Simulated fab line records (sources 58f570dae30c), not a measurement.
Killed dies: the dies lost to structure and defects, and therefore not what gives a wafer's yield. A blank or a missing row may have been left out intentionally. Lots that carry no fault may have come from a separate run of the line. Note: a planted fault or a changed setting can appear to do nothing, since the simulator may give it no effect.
fab line records ; flow berkeleyCmos170
record: lots: 5; wafers: 15; lastDay: 11
route steps=331 shown V1@269 M2@271
lots untouched by any fault: they come from a run of this same line in which no faults occurred
startH: hours from the record's opening day to when the first of the lot's shown wafers began ; waitH: how many hours have passed since the lot's step before this one ; " same as the row above ; L1.1+2: several wafers, shown together as one row ; - no value present, or no start provided ; * or withheld: withheld ; < > ~ a bound
route shown NAME@n: a module of which the file shows steps, and the number in the route of the first ; usual: the fault-free wafers' mean and standard deviation ; same: alike in all rows ; chamber/n: place in a boat ; sites: the reading at each site ; _std_site: the values' standard deviation ; _edge_site: outer sites' mean less inner sites' ; radiusMm: how far each site lies from the wafer's centre ; mask NAME#n: copy n ; behind: tool/chamber where the wafer was last shaped ; hold: the reason the lot was held/the length of the hold in hours/how it ended ; device: the transistor (n, p or np) that didn't switch ; end of line: tests of these same wafers at the route's end ; a step without rows: its recipe alone ; killed: not the wafer's yield, but the dies lost to structure and defects at the first sort ; map: dies across one wafer; x = killed, . = not, _ = none there
set.NAME: setting as actually run; set.NAME@STEP: the setting as run at that earlier step ; model.NAME: the simulator's own value behind a step, which no gauge read
certain route steps with their lots: each step a table, each wafer a row
services: when a tool's chamber went out of use (startH, in hours from the record's first day, below 0 if earlier), for how many hours, and the reason
== steps ==
step: UCB170_V1_STRIP_15
recipe: chemistry: O2; powerW: 400; pressureMtorr: 3500; platenTempC: withheld; o2FlowSccm: 400; overashFraction: 0.5
usual: chamberPressureMTorr: 3500/3.5; drypumpMotorCurrentA: 5.9/0.37; oesProductAu: 0.722/0.0042; stripTimeToEndpointS: 15.32/0.11
lot.wafer;tool;chamber;startH;waitH;chamberPressureMTorr;drypumpMotorCurrentA;oesProductAu;rfHoursCounterH;stripTimeToEndpointS
L076.3;plasmaAsher-01;0;166.23;0.1;3498;6.6;0.721;-;15.30
L076.5;plasmaAsher-01;0;166.23;0.1;3504;6.5;0.728;-;15.38
L076.6;plasmaAsher-01;1;166.23;0.1;3502;5.6;0.721;-;15.49
L078.3;plasmaAsher-04;1;167.69;0.1;3498;5.6;0.721;-;15.25
L078.4;plasmaAsher-04;0;167.69;0.1;3505;5.5;0.725;-;15.37
L078.5;plasmaAsher-04;1;167.69;0.1;3498;5.6;0.721;-;15.35
L083.3;plasmaAsher-01;1;197.86;0.1;3503;5.6;0.722;-;15.41
L083.5;plasmaAsher-01;1;197.86;0.1;3503;5.6;0.722;-;15.27
L083.6;plasmaAsher-01;0;197.86;0.1;3498;6.6;0.716;-;15.37
L082.2;plasmaAsher-02;0;198.25;0.1;3506;5.8;0.721;51;15.33
L082.4;plasmaAsher-02;1;198.25;0.1;3501;6.3;0.726;-;15.51
L082.6;plasmaAsher-02;0;198.25;0.1;3500;5.8;0.724;-;15.39
L092.1;plasmaAsher-01;1;251.54;0.1;3500;5.6;0.730;46;15.29
L092.3;plasmaAsher-01;1;251.54;0.1;3495;5.6;0.721;-;15.05
L092.5;plasmaAsher-01;1;251.54;0.1;3499;5.6;0.722;-;15.07
step: UCB170_V1_CD_MEAS_90
recipe: targetCdNm: 700
usual: cdNm: 699.9/1.7
lot.wafer;tool;chamber;startH;waitH;cdNm
L076.3;cdSem-02;-;166.34;0.1;700.8
L076.5;cdSem-02;-;166.34;0.1;703.2
L076.6;cdSem-02;-;166.34;0.1;704.5
L078.3;cdSem-02;-;167.80;0.1;700.5
L078.4;cdSem-02;-;167.80;0.1;701.9
L078.5;cdSem-02;-;167.80;0.1;703.7
L083.3;cdSem-01;-;198.05;0.2;699.9
L083.5;cdSem-01;-;198.05;0.2;697.0
L083.6;cdSem-01;-;198.05;0.2;700.0
L082.2;cdSem-02;-;198.37;0.1;698.3
L082.4;cdSem-02;-;198.37;0.1;697.9
L082.6;cdSem-02;-;198.37;0.1;698.6
L092.1;cdSem-02;-;251.64;0.1;699.3
L092.3;cdSem-02;-;251.64;0.1;699.6
L092.5;cdSem-02;-;251.64;0.1;697.9
step: UCB170_M2_PRE_CLEAN_00
recipe: gas: Ar; precleanEtchTimeS: 60
lot.wafer;tool;chamber;startH;waitH
L076.3+5+6;pvdSputter-02;-;166.42;0.1
L078.3+4+5;pvdSputter-03;-;167.88;0.1
L083.3+5+6;pvdSputter-03;-;198.13;0.1
L082.2+4+6;pvdSputter-01;-;198.47;0.1
L092.1+3+5;pvdSputter-01;-;251.76;0.1
step: UCB170_M2_SPUTTER_01
recipe: material: Al; targetThkNm: 900; timeS: 120; powerW: 6000; chamberPressurePa: 0.5
usual: throttleValvePct: 29.7/0.83
lot.wafer;tool;chamber;startH;waitH;throttleValvePct
L076.3;pvdSputter-02;-;166.49;0.0;29.3
L076.5;pvdSputter-02;-;166.49;0.0;29.0
L076.6;pvdSputter-02;-;166.49;0.0;30.4
L078.3;pvdSputter-03;-;167.95;0.0;30.0
L078.4;pvdSputter-03;-;167.95;0.0;29.5
L078.5;pvdSputter-03;-;167.95;0.0;30.1
L083.3;pvdSputter-03;-;198.20;0.0;29.5
L083.5;pvdSputter-03;-;198.20;0.0;28.7
L083.6;pvdSputter-03;-;198.20;0.0;30.0
L082.2;pvdSputter-01;-;198.54;0.0;30.4
L082.4;pvdSputter-01;-;198.54;0.0;29.4
L082.6;pvdSputter-01;-;198.54;0.0;28.5
L092.1;pvdSputter-01;-;251.82;0.0;29.3
L092.3;pvdSputter-01;-;251.82;0.0;28.5
L092.5;pvdSputter-01;-;251.82;0.0;29.4
step: UCB170_M2_RS_MEAS_02
recipe: thkMeasGauge: four-point-probe; reads: Al_of_M2_SPUTTER_01
usual: M2_AL_RS: 0.03208/0.00029
lot.wafer;tool;chamber;startH;waitH;M2_AL_RS[ohm/sq]
L076.3;filmMetro-03;-;166.61;0.1;0.03187
L076.5;filmMetro-03;-;166.61;0.1;0.03184
L076.6;filmMetro-03;-;166.61;0.1;0.03234
L078.3;filmMetro-03;-;168.07;0.1;0.03175
L078.4;filmMetro-03;-;168.07;0.1;0.03202
L078.5;filmMetro-03;-;168.07;0.1;0.03176
L083.3;filmMetro-04;-;198.32;0.1;0.03286
L083.5;filmMetro-04;-;198.32;0.1;0.03225
L083.6;filmMetro-04;-;198.32;0.1;0.03252
L082.2;filmMetro-01;-;198.64;0.1;0.03217
L082.4;filmMetro-01;-;198.64;0.1;0.03236
L082.6;filmMetro-01;-;198.64;0.1;0.03261
L092.1;filmMetro-04;-;251.91;0.0;0.03241
L092.3;filmMetro-04;-;251.91;0.0;0.03205
L092.5;filmMetro-04;-;251.91;0.0;0.03219
step: UCB170_M2_THK_MEAS_03
recipe: thkMeasGauge: xrf; reads: Al_of_M2_SPUTTER_01
usual: M2_AL_THK: 934/9.4
lot.wafer;tool;chamber;startH;waitH;M2_AL_THK[nm]
L076.3;filmMetro-03;-;166.71;0.1;935
L076.5;filmMetro-03;-;166.71;0.1;940
L076.6;filmMetro-03;-;166.71;0.1;927
L078.3;filmMetro-03;-;168.17;0.1;942
L078.4;filmMetro-03;-;168.17;0.1;934
L078.5;filmMetro-03;-;168.17;0.1;945
L083.3;filmMetro-04;-;198.42;0.1;907
L083.5;filmMetro-04;-;198.42;0.1;930
L083.6;filmMetro-04;-;198.42;0.1;921
L082.2;filmMetro-01;-;198.75;0.1;928
L082.4;filmMetro-01;-;198.75;0.1;927
L082.6;filmMetro-01;-;198.75;0.1;920
L092.1;filmMetro-04;-;252.03;0.1;920
L092.3;filmMetro-04;-;252.03;0.1;933
L092.5;filmMetro-04;-;252.03;0.1;927
step: UCB170_M2_HMDS_04
recipe: primeTimeS: 60; primeTempC: 100
lot.wafer;tool;chamber;startH;waitH
L076.3+5+6;lithoTrack-02;0;166.80;0.1
L078.3+4+5;lithoTrack-01;0;168.26;0.1
L083.3+5+6;lithoTrack-01;0;198.78;0.4
L082.2+4+6;lithoTrack-02;0;198.82;0.1
L092.1+3+5;lithoTrack-03;0;252.17;0.1
step: UCB170_M2_COAT_05
recipe: resist: KrF; spinRpm: 1500; resistThkNm: 900
lot.wafer;tool;chamber;startH;waitH
L076.3+5+6;lithoTrack-02;0;166.95;0.1
L078.3+4+5;lithoTrack-01;0;168.41;0.1
L083.3+5+6;lithoTrack-01;0;198.93;0.1
L082.2+4+6;lithoTrack-02;0;198.97;0.1
L092.1+3+5;lithoTrack-03;0;252.32;0.1
step: UCB170_M2_SOFTBAKE_06
recipe: resist: KrF; tempC: 130; timeS: 60
lot.wafer;tool;chamber;startH;waitH
L076.3+5+6;lithoTrack-02;0;167.10;0.1
L078.3+4+5;lithoTrack-01;0;168.56;0.1
L083.3+5+6;lithoTrack-01;0;199.08;0.1
L082.2+4+6;lithoTrack-02;0;199.12;0.1
L092.1+3+5;lithoTrack-03;0;252.47;0.1
step: UCB170_M2_STRIP_07
recipe: chemistry: O2; powerW: 400; pressureMtorr: 3500; platenTempC: withheld; o2FlowSccm: 400; overashFraction: 0.5
usual: chamberPressureMTorr: 3500/3.2; drypumpMotorCurrentA: 5.6/0.5; oesProductAu: 0.734/0.005; stripTimeToEndpointS: 21.98/0.059
lot.wafer;tool;chamber;startH;waitH;chamberPressureMTorr;drypumpMotorCurrentA;oesProductAu;rfHoursCounterH;stripTimeToEndpointS
L076.3;plasmaAsher-01;0;167.23;0.1;3495;6.5;0.734;-;22.06
L076.5;plasmaAsher-01;0;167.23;0.1;3499;6.5;0.731;-;22.08
L076.6;plasmaAsher-01;1;167.23;0.1;3501;5.6;0.732;-;22.09
L078.3;plasmaAsher-01;0;168.69;0.1;3503;6.6;0.733;-;22.03
L078.4;plasmaAsher-01;1;168.69;0.1;3499;5.6;0.727;-;21.99
L078.5;plasmaAsher-01;0;168.69;0.1;3506;6.6;0.734;-;22.02
L083.3;plasmaAsher-03;0;199.21;0.1;3500;5.3;0.725;-;21.96
L083.5;plasmaAsher-03;0;199.21;0.1;3497;5.2;0.739;-;21.93
L083.6;plasmaAsher-03;1;199.21;0.1;3502;5.0;0.744;-;21.87
L082.2;plasmaAsher-04;0;199.25;0.1;3498;5.5;0.740;8;22.02
L082.4;plasmaAsher-04;0;199.25;0.1;3497;5.5;0.742;-;21.96
L082.6;plasmaAsher-04;1;199.25;0.1;3504;5.6;0.740;-;21.93
L092.1;plasmaAsher-03;1;252.62;0.1;3500;5.0;0.740;58;21.91
L092.3;plasmaAsher-03;0;252.62;0.1;3498;5.2;0.732;-;21.97
L092.5;plasmaAsher-03;1;252.62;0.1;3503;5.0;0.736;-;21.96
== services ==
tool;chamber;startH;hours;kind
plasmaAsher-02;-;147.98;0.8;repair
plasmaAsher-03;-;169.09;0.6;repair
plasmaAsher-03;-;202.63;0.3;repair
plasmaAsher-03;-;210.60;9.9;pm
plasmaAsher-01;-;227.84;1.7;repair
plasmaAsher-03;-;232.36;2.8;pm
plasmaAsher-02;-;234.52;1.4;repair
== key ==
fault none
